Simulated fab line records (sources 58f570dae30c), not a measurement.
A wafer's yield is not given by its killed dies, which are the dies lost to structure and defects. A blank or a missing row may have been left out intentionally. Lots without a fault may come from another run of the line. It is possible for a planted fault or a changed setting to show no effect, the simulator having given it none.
Chamber matching    flow berkeley_cmos170    4 sister chambers for UCB170_V1_CMP_02 on cmp-01
The step polishes SiO2. 16 wafers are shown with their chamber, then 8 later ones without.

## WAFERS, EACH WITH ITS CHAMBER
wafer   chamber  motor_current_A (A)  slurry_filter_dp_kPa (kPa)  head_pressure_psi (psi)
L433.3  2        17.0                 13.55                       6.001
L433.4  0        15.1                 13.50                       6.008
L433.5  2        18.6                 13.45                       6.021
L436.2  1        14.9                 13.39                       5.992
L436.5  3        13.8                 13.52                       5.962
L436.6  0        15.0                 13.56                       5.999
L437.4  2        17.8                 13.49                       6.010
L437.5  3        13.7                 13.55                       5.994
L437.6  2        17.0                 13.50                       6.000
L440.1  3        14.2                 13.60                       6.004
L440.5  0        15.4                 13.43                       6.006
L440.6  3        13.5                 13.76                       6.004
L447.1  3        13.4                 13.55                       5.982
L447.3  0        15.4                 13.62                       5.991
L447.4  2        16.7                 13.54                       5.985
L448.3  1        15.9                 13.56                       6.006

SIGNATURES (means of the wafers above)
reading               chamber 0  chamber 1  chamber 2  chamber 3  scatter within a chamber
motor_current_A       15.225     15.400     17.420     13.720     0.534
slurry_filter_dp_kPa  13.5275    13.4750    13.5060    13.5960    0.0805
head_pressure_psi     6.00100    5.99900    6.00340    5.98920    0.0137
Rule: distance of a wafer from a chamber = root of the sum over the readings of ((wafer's reading minus chamber's mean) / reading's scatter) squared. The wafer belongs to the nearest chamber; if the next one is less than 2 further off, it can't be placed. The scatter: take each reading less its chamber's mean, square it, sum over the shown wafers, divide by the number of wafers less the number of chambers, and take the root.

## WAFERS WITH NO CHAMBER GIVEN
wafer   motor_current_A (A)  slurry_filter_dp_kPa (kPa)  head_pressure_psi (psi)
L448.4  13.4                 13.51                       6.003
L448.6  15.9                 13.33                       5.983
L452.1  15.1                 13.43                       6.011
L452.3  14.4                 13.51                       5.987
L452.4  17.4                 13.59                       5.991
L450.2  14.4                 13.67                       6.012
L450.4  13.4                 13.59                       6.010
L450.5  13.6                 13.34                       5.992

## WHICH CHAMBER EACH WENT THROUGH
wafer   from the rows above           in truth
L448.4  can't be placed: 3 or 0       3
L448.6  can't be placed: 1 or 0 or 2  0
L452.1  can't be placed: 1 or 0       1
L452.3  can't be placed: 3 or 0 or 1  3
L452.4  2                             2
L450.2  can't be placed: 3 or 0 or 1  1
L450.4  can't be placed: 3 or 0       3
L450.5  can't be placed: 3 or 1 or 0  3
Correct placement for 1 of the 8. These rows do not allow placing 7 (true chamber among the candidates in 7). Number placed wrongly: 0.
